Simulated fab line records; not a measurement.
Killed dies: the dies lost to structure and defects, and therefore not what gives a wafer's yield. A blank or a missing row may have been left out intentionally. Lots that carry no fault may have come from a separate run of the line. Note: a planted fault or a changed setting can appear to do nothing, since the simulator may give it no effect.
Which of the tools did it?	flow berkeley-cmos170	Sampling: 14 lots, 42 wafers, 5 of 331 route steps

== WHAT THE GAUGES SHOWED, per wafer ==
UCB170_PWELL_THK_MEAS_03.
lot	measured	on	PWELL_OXIDE_THK (nm)
L970	day 2 20:46	film-metro-04	26.7 27.6 26.9
L971	day 3 00:36	film-metro-01	26.3 25.8 25.8
L972	day 3 00:35	film-metro-04	25.4 25.4 25.3
L973	day 3 13:17	film-metro-03	26.9 26.8 26.5
L974	day 3 17:49	film-metro-04	26.3 26.5 26.6
L977	day 4 01:35	film-metro-03	26.1 26.5 26.3
L979	day 4 15:12	film-metro-04	25.3 25.8 25.9
L980	day 5 01:01	film-metro-03	26.5 26.4 26.6
L981	day 5 01:02	film-metro-01	26.5 26.5 26.6
L982	day 5 05:02	film-metro-04	26.1 26.2 26.2
L991	day 7 07:54	film-metro-03	26.9 26.4 26.2
L992	day 7 07:55	film-metro-04	26.1 25.8 26.1

UCB170_NVT_OVL_MEAS_06.
lot	measured	on	NVT_OVL (nm)
L970	day 5 12:58	overlay-01	3 -5 4
L971	day 5 13:42	overlay-02	8 2 10
L972	day 5 13:23	overlay-02	-2 9 -3
L973	day 5 22:58	overlay-02	-1 -3 0
L974	day 6 07:28	overlay-02	1 -1 -2
L977	day 6 16:10	overlay-02	10 -1 6
L979	day 7 01:02	overlay-01	0 5 5
L980	day 7 11:40	overlay-01	6 8 1
L981	day 7 11:50	overlay-02	10 4 9
L982	day 7 23:19	overlay-02	6 6 3
L991	day 10 02:49	overlay-01	1 5 6
L992	day 10 03:04	overlay-02	9 2 0

UCB170_PVT_OVL_MEAS_06.
lot	measured	on	PVT_OVL (nm)
L970	day 5 15:52	overlay-02	4 -1 2
L971	day 5 16:20	overlay-02	8 6 11
L972	day 5 16:15	overlay-01	8 2 -4
L973	day 6 00:20	overlay-01	14 20 8
L974	day 6 09:45	overlay-02	4 3 1
L977	day 6 18:14	overlay-02	0 -4 5
L979	day 7 05:03	overlay-01	-2 2 -3
L980	day 7 13:09	overlay-01	3 5 6
L981	day 7 13:26	overlay-02	4 -9 1
L982	day 8 01:01	overlay-02	-11 -4 -4
L991	day 10 04:29	overlay-01	4 -2 2
L992	day 10 04:46	overlay-01	6 0 7

== EACH LOT AND THE TOOL THAT RAN IT (in order: tool; ch and the chambers of the sampled wafers; start) ==
lot	UCB170_ZERO_EXPOSE_03	UCB170_ZERO_ETCH_06
L970	krf-scanner-02 ch 0, day 1 22:11	rie-diel-03 ch 0,2, day 1 22:37
L971	krf-scanner-02 ch 0, day 2 03:20	rie-diel-03 ch 1,2, day 2 04:35
L972	krf-scanner-02 ch 0, day 2 05:44	rie-diel-01 ch 1,2, day 2 06:33
L973	krf-scanner-01 ch 0, day 2 12:05	rie-diel-01 ch 0,1, day 2 12:28
L974	krf-scanner-02 ch 0, day 2 17:36	rie-diel-02 ch 0,1,3, day 2 18:03
L977	krf-scanner-02 ch 0, day 3 08:08	rie-diel-03 ch 2,3, day 3 08:44
L979	krf-scanner-02 ch 0, day 3 19:22	rie-diel-03 ch 0,2,3, day 3 19:44
L980	krf-scanner-02 ch 0, day 4 03:01	rie-diel-01 ch 1,2,3, day 4 03:40
L981	krf-scanner-01 ch 0, day 4 05:36	rie-diel-02 ch 2,3, day 4 05:56
L982	krf-scanner-01 ch 0, day 4 09:46	rie-diel-03 ch 0,3, day 4 10:27
L986	krf-scanner-02, day 5 05:26	rie-diel-02 ch 0,1, day 5 06:19
L987	krf-scanner-02, day 5 11:03	rie-diel-02 ch 0,1, day 5 11:25
L991	krf-scanner-02 ch 0, day 6 10:55	rie-diel-03 ch 0,1,2, day 6 11:28
L992	krf-scanner-02 ch 0, day 6 13:28	rie-diel-02 ch 1,2,3, day 6 13:50
- UCB170_ZERO_EXPOSE_03: exposes mask PM MARKS, target cd 4000 nm.
- UCB170_ZERO_ETCH_06: etches SiO2 in CHF3/CF4/Ar, time 12 s.

== AS READ BY THE TOOLS THEMSELVES (means over the sampled wafers that have a number; for cases with no such wafer, the mark the record gives instead) ==
UCB170_ZERO_EXPOSE_03.
lot	tool	exposure-dose-mJ-cm2	focus-offset-nm (nm)
L970	krf-scanner-02	29.993	0.4
L971	krf-scanner-02	29.977	0.5
L972	krf-scanner-02	29.984	1.0
L973	krf-scanner-01	29.972	0.3
L974	krf-scanner-02	30.007	0.5
L977	krf-scanner-02	29.998	1.0
L979	krf-scanner-02	30.000	0.5
L980	krf-scanner-02	30.037	-0.0
L981	krf-scanner-01	30.001	0.5
L982	krf-scanner-01	29.992	0.5
L986	krf-scanner-02	-	-
L987	krf-scanner-02	-	-
L991	krf-scanner-02	29.962	-0.1
L992	krf-scanner-02	30.011	-0.3

UCB170_ZERO_ETCH_06.
lot	tool	drypump-motor-current-A (A)	oes-product-au (a.u.)	throttle-valve-pct (%)
L970	rie-diel-03	5.7	0.608	9.23
L971	rie-diel-03	5.7	0.616	9.22
L972	rie-diel-01	6.2	0.605	9.32
L973	rie-diel-01	5.7	0.611	9.23
L974	rie-diel-02	5.7	0.613	9.21
L977	rie-diel-03	6.0	0.623	9.14
L979	rie-diel-03	5.9	0.614	9.20
L980	rie-diel-01	5.7	0.616	9.29
L981	rie-diel-02	5.9	0.625	9.22
L982	rie-diel-03	5.8	0.606	9.18
L986	rie-diel-02	6.1	0.374	9.17
L987	rie-diel-02	5.8	0.378	9.16
L991	rie-diel-03	5.7	0.614	9.22
L992	rie-diel-02	5.9	0.622	9.23

== THE ANSWER, worked out from the rows above alone ==
Rule: the lots themselves supply what counts as usual. Put in order of their means at a reading, lots are off if they are a third of the lots or fewer, leave a main group of 4 or more, and stand apart from it by a gap of 3 or more times the standard deviation of the main group's means; of several such gaps the widest counts. A main group whose means are all the same, to the digits that the tables above print for the reading, isn't used. Also off: a lot with no number at a reading for which 4 or more lots have one. Any other lot the step has rows for is counted as sound. First the gauges in route order, then the tools' own readings, where a lot's mean is used as printed above. The first step at which some lot is off is used, and at that step the reading that is off furthest; a lot without a number counts as furthest.
Off: L986, L987, at UCB170_ZERO_EXPOSE_03 (exposure-dose-mJ-cm2). Without a number there: L986, L987. Main group: mean 29.995, sd 0.019.
A tool fits if, at that step or a process step before it, it ran every lot that is off, and no sound lot after the first of them. None of those tried fits.

== WHAT THE SIMULATOR HAD INSERTED ==
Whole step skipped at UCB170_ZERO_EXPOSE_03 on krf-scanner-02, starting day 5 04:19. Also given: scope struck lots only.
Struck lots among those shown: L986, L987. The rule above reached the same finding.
